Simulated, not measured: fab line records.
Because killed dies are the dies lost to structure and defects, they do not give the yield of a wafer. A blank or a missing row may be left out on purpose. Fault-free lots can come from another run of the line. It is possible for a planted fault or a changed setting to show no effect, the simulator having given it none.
fab line records    flow rit_cmos
record: lots: 5  wafers: 15  last_day: 7
route steps=202 shown ACTIVE@2 M1@202
lots that met no fault: taken from a fault-free run of the same line
start_h: the number of hours between the record's first day and the start of the first shown wafer of the lot    wait_h: hours since the lot's step before    " as in the row above    L1.1+2: a row that stands for several wafers    - no value, or no start was given    * or withheld: withheld    < > ~ a bound
route shown NAME@n: a module of which the file shows steps, and the number in the route of the first    usual: mean and standard deviation over wafers with no fault    same: alike in all rows    chamber/n: place in a boat    sites: readings site by site    _std_site: their standard deviation    _edge_site: outer sites' mean less inner sites'    radius_mm: how far each site lies from the wafer's centre    mask NAME#n: copy n    behind: the tool/chamber that last shaped the wafer    hold: why the lot went on hold/how many hours it stayed there/how the hold came to an end    device: transistor that didn't switch, given as n, p or np    end of line: the route-end tests of the same wafers    step lacking rows: just its recipe    killed: count of dies lost to structure and defects at first sort (not the wafer's yield)    map: a wafer's dies, marking killed ones x, the rest . and places with no die _
set.NAME: the setting as run; set.NAME@STEP: as run at that earlier step    model.NAME: the simulator's own value behind a step, which no gauge read
a table for each step, a row for each wafer; lots at some steps of the route
services: the hour from which a tool's chamber was out of use, counted from the record's first day as start_h (under 0 if before that day), plus the number of hours and why
== steps ==
step: RIT_ACTIVE_OXIDATION_01
recipe: temp_c: 1000  ambient: O2  target_thk_a: 468  ox_time_s: 3360
step: RIT_ACTIVE_THK_MEAS_02
recipe: reads: SiO2_of_ACTIVE_OXIDATION_01
usual: ACTIVE_OXIDE_THK: 46.5/0.85
lot.wafer  tool           chamber  start_h  wait_h  ACTIVE_OXIDE_THK[nm]
L859.1     film_metro-02  -        23.63    0.0     44.7
L859.2     "              -        "        "       44.8
L859.3     "              -        "        "       45.3
L863.1     film_metro-01  -        45.73    0.0     47.4
L863.3     "              -        "        "       47.1
L863.5     "              -        "        "       46.1
L875.1     film_metro-03  -        102.05   0.0     47.2
L875.2     "              -        "        "       47.1
L875.5     "              -        "        "       47.4
L878.2     film_metro-03  -        117.44   0.0     47.4
L878.4     "              -        "        "       46.8
L878.5     "              -        "        "       46.8
L879.1     film_metro-03  -        122.05   0.0     46.7
L879.2     "              -        "        "       46.9
L879.4     "              -        "        "       47.3
step: RIT_ACTIVE_CVD_03
recipe: material: Si3N4  target_thk_nm: 150  temp_c: 810  precursor: SiH2Cl2/NH3  time_s: 1500  pressure_mtorr: 300  sih2cl2_flow_sccm: 60  nh3_flow_sccm: 150
step: RIT_ACTIVE_THK_MEAS_04
recipe: reads: Si3N4_of_ACTIVE_CVD_03
usual: ACTIVE_NITRIDE_THK: 150.3/1.5
lot.wafer  tool           chamber  start_h  wait_h  ACTIVE_NITRIDE_THK[nm]
L859.1     film_metro-01  -        25.11    0.0     151.6
L859.2     "              -        "        "       150.0
L859.3     "              -        "        "       150.4
L863.1     film_metro-01  -        47.21    0.0     150.8
L863.3     "              -        "        "       152.0
L863.5     "              -        "        "       151.4
L875.1     film_metro-02  -        103.53   0.0     150.7
L875.2     "              -        "        "       150.6
L875.5     "              -        "        "       150.9
L878.2     film_metro-01  -        118.92   0.0     149.9
L878.4     "              -        "        "       149.6
L878.5     "              -        "        "       149.6
L879.1     film_metro-02  -        123.53   0.0     152.3
L879.2     "              -        "        "       152.4
L879.4     "              -        "        "       152.2
step: RIT_ACTIVE_HMDS_05
recipe: prime_time_s: 60  prime_temp_c: 140
step: RIT_ACTIVE_COAT_06
recipe: resist: NOVOLAK  spin_rpm: 3250  resist_thk_nm: 1000
step: RIT_ACTIVE_SOFTBAKE_07
recipe: resist: NOVOLAK  temp_c: 90  time_s: 60
step: RIT_ACTIVE_EXPOSE_08
recipe: mask_id: M1  na: 0.6  source_shape: conventional  sigma_outer: 0.6  target_cd_nm: 1400  dose_mj: 225
step: RIT_ACTIVE_PEB_09
recipe: resist: NOVOLAK  temp_c: withheld  time_s: withheld
step: RIT_ACTIVE_DEVELOP_10
recipe: resist: NOVOLAK  develop_time_s: 50  dev_temp_c: 23
step: RIT_ACTIVE_CD_MEAS_11
recipe: target_cd_nm: 1400
usual: cd_nm: 1399.4/2.3
lot.wafer  tool       chamber  start_h  wait_h  cd_nm
L859.1     cd_sem-01  -        26.02    -       1399.8
L859.2     "          -        "        "       1401.3
L859.3     "          -        "        "       1397.8
L863.1     cd_sem-01  -        48.36    -       1399.7
L863.3     "          -        "        "       1401.6
L863.5     "          -        "        "       1403.2
L875.1     cd_sem-01  -        107.00   -       1397.4
L875.2     "          -        "        "       1397.5
L875.5     "          -        "        "       1397.5
L878.2     cd_sem-01  -        121.24   -       1394.6
L878.4     "          -        "        "       1392.7
L878.5     "          -        "        "       1394.2
L879.1     cd_sem-02  -        124.80   -       1398.2
L879.2     "          -        "        "       1400.3
L879.4     "          -        "        "       1400.2
step: RIT_ACTIVE_HARDBAKE_12
recipe: resist: NOVOLAK  temp_c: 140  time_s: 60
step: RIT_ACTIVE_ETCH_13
recipe: stop_on: SiO2  chemistry: SF6  target: Si3N4  time_s: 210  over_etch_frac: 0.4  SF6_flow_sccm: 200  pressure_mtorr: 260  rf_w: 125  target_depth_a: 2100
usual: chamber_pressure_mTorr: 259.99/0.26  drypump_motor_current_A: 5.9/0.44  oes_product_au: 0.825/0.013  throttle_valve_pct: 7.50/0.12
lot.wafer  tool         chamber  start_h  wait_h  chamber_pressure_mTorr  drypump_motor_current_A  oes_product_au  rf_hours_counter_h  throttle_valve_pct  model.NOVOLAK_of_ACTIVE_COAT_06.thk_nm
L859.1     rie_diel-04  0        26.29    0.1     259.79                  6.6                      0.822           49                  7.65                653
L859.2     "            3        "        "       260.24                  5.1                      0.828           41                  7.29                665.2
L859.3     "            1        "        "       259.70                  6.2                      0.849           158                 7.49                659.1
L863.1     rie_diel-02  2        48.63    0.1     260.12                  6.1                      0.822           153                 7.39                652.5
L863.3     "            3        "        "       259.97                  5.8                      0.812           112                 7.41                653.1
L863.5     "            2        "        "       259.77                  6.2                      0.823           -                   7.39                654.7
L875.1     rie_diel-04  0        107.52   0.1     259.73                  6.6                      0.817           51                  7.65                654.7
L875.2     "            3        "        "       130.14                  5.2                      0.833           42                  7.30                679.7
L875.5     "            2        "        "       259.96                  5.3                      0.831           -                   7.37                666.9
L878.2     rie_diel-02  0        121.58   0.1     260.02                  5.7                      0.813           145                 7.51                662.9
L878.4     "            0        "        "       260.14                  5.7                      0.816           -                   7.50                662.1
L878.5     "            3        "        "       259.86                  5.8                      0.803           -                   7.41                662.4
L879.1     rie_diel-03  1        125.07   0.1     259.89                  5.5                      0.849           146                 7.53                663.2
L879.2     "            0        "        "       259.86                  5.9                      0.830           97                  7.70                667.8
L879.4     "            2        "        "       260.10                  5.4                      0.827           7                   7.62                657.3
step: RIT_ACTIVE_STRIP_14
recipe: chemistry: O2  time_s: 180  resist: NOVOLAK  platen_temp_c: withheld  power_w: 500  pressure_mtorr: 4000  o2_flow_sccm: 4000
usual: drypump_motor_current_A: 5.7/0.35
lot.wafer  tool             chamber  start_h  wait_h  drypump_motor_current_A  rf_hours_counter_h
L859.1     plasma_asher-03  1        26.42    0.1     5.6                      32
L859.2     "                0        "        "       5.6                      32
L859.3     "                0        "        "       5.7                      -
L863.1     plasma_asher-04  0        48.76    0.1     5.3                      40
L863.3     "                0        "        "       5.3                      -
L863.5     "                0        "        "       5.3                      -
L875.1     plasma_asher-02  1        107.66   0.1     6.5                      47
L875.2     "                0        "        "       5.5                      47
L875.5     "                1        "        "       6.5                      -
L878.2     plasma_asher-02  1        121.71   0.1     6.5                      0
L878.4     "                0        "        "       5.5                      -
L878.5     "                1        "        "       6.5                      -
L879.1     plasma_asher-04  0        125.21   0.1     5.3                      48
L879.2     "                1        "        "       5.7                      48
L879.4     "                0        "        "       5.3                      -
step: RIT_M1_PROBE_99
usual: killed_at_contacts: 0.1/0.25  killed_at_front_end: 7/3.1  killed_dies: 7/3.2  killed_on_rim: 1.9/1.5  killed_open: 3.3/2  killed_short: 3.5/2
same: gross_dies: 264  killed_at_M0_to_M3: 0  killed_at_M4_up: 0  killed_at_back_side: 0  killed_at_other: 0
lot.wafer  tool       chamber  start_h  wait_h  killed_at_contacts  killed_at_front_end  killed_dies  killed_on_rim  killed_open  killed_short
L859.1     prober-02  -        101.82   0.1     0                   7                    7            1              5            2
L859.2     prober-02  -        101.87   0.1     0                   3                    3            0              2            1
L859.3     prober-02  -        101.92   0.2     1                   6                    7            5              4            3
L863.1     prober-01  -        112.71   0.1     0                   3                    3            1              3            0
L863.3     prober-01  -        112.81   0.2     0                   6                    6            1              3            3
L863.5     prober-01  -        112.91   0.2     0                   6                    6            3              4            2
L875.1     prober-01  -        158.89   0.1     0                   6                    6            2              4            2
L875.2     prober-01  -        158.94   0.1     0                   11                   11           1              5            6
L875.5     prober-01  -        159.09   0.2     0                   6                    6            1              4            2
killed by level:class
L859.1 SILICIDE:geometric_particle:open=3 FOX2:geometric_particle:short=1 FOX2:geometric_particle:open=1 REOX:geometric_particle:short=1 SPACER:geometric_particle:open=1
L859.2 FOX2:geometric_particle:short=1 SPACER:geometric_particle:open=1 SILICIDE:geometric_particle:open=1
L859.3 REOX:geometric_particle:open=2 FOX1:geometric_particle:short=1 GATE:geometric_particle:short=1 SPACER:geometric_particle:open=1 SILICIDE:geometric_particle:short=1 CONTACT:geometric_particle:open=1
L863.1 FOX2:geometric_particle:open=1 GATE:geometric_particle:open=1 REOX:geometric_particle:open=1
L863.3 GATE:geometric_particle:open=2 REOX:geometric_particle:short=2 FOX2:geometric_particle:short=1 SPACER:geometric_particle:open=1
L863.5 GATE:geometric_particle:open=2 SPACER:geometric_particle:open=2 FOX2:geometric_particle:short=1 GATE:geometric_particle:short=1
L875.1 REOX:geometric_particle:open=2 FOX2:geometric_particle:short=1 GATE:geometric_particle:open=1 REOX:geometric_particle:short=1 SPACER:geometric_particle:open=1
L875.2 SILICIDE:geometric_particle:short=3 REOX:geometric_particle:short=2 REOX:geometric_particle:open=2 FOX1:geometric_particle:short=1 GATE:geometric_particle:open=1 SPACER:geometric_particle:open=1 SILICIDE:geometric_particle:open=1
L875.5 GATE:geometric_particle:open=3 FOX1:geometric_particle:short=1 GATE:geometric_particle:short=1 SPACER:geometric_particle:open=1
== services ==
tool             chamber  start_h  hours  kind
plasma_asher-04  -        19.79    15.6   pm
rie_diel-04      3        21.02    3.7    repair
plasma_asher-02  -        21.58    2.8    pm
rie_diel-04      2        25.39    4.3    repair
rie_diel-04      2        46.90    12.9   repair
rie_diel-03      3        66.73    1.3    repair
plasma_asher-03  -        67.92    3.8    repair
rie_diel-04      2        74.04    16.5   repair
rie_diel-04      3        79.36    5.8    repair
rie_diel-04      1        96.45    -      clean
rie_diel-04      1        96.45    17.8   scheduled_down
rie_diel-04      1        96.45    17.8   vent_cycle
plasma_asher-02  -        108.75   9.0    pm
plasma_asher-02  0        108.75   9.0    vent_cycle
plasma_asher-02  1        108.75   9.0    vent_cycle
rie_diel-02      2        112.83   11.1   repair
plasma_asher-02  0        117.75   -      clean
plasma_asher-02  1        117.75   -      clean
rie_diel-02      2        123.92   -      clean
rie_diel-02      2        123.92   16.1   scheduled_down
rie_diel-02      2        123.92   16.1   vent_cycle
== key ==
first_sign: step: RIT_ACTIVE_ETCH_13  reading: chamber_pressure_mTorr  direction: down  sigmas: 99+  usual: 259.99  struck: 130.14
effect none on later readings
model_effect: step: RIT_ACTIVE_ETCH_13  value: NOVOLAK_of_ACTIVE_COAT_06.thk_nm  without: 668.4  struck: 679.7
met_at RIT_ACTIVE_ETCH_13
struck_wafers L875.2
tester_left_out L875
onset_between 26.29 107.52
fault: kind: process_parameter_drift  tool: rie_diel-04  chamber: 3  onset_h: 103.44  steps: RIT_ACTIVE_ETCH_13  channel: pressure_mtorr  offset: -130  shape: step  end_h: 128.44  acts_in: these_recipes_only  stated: 260
tester_left_out: of these lots the tester's yield and bins aren't shown, on N5 and GAA mostly nor the transistor test; their killed dies are dies lost to structure and defects alone, not to doping, threshold or leakage, so they don't give the yield
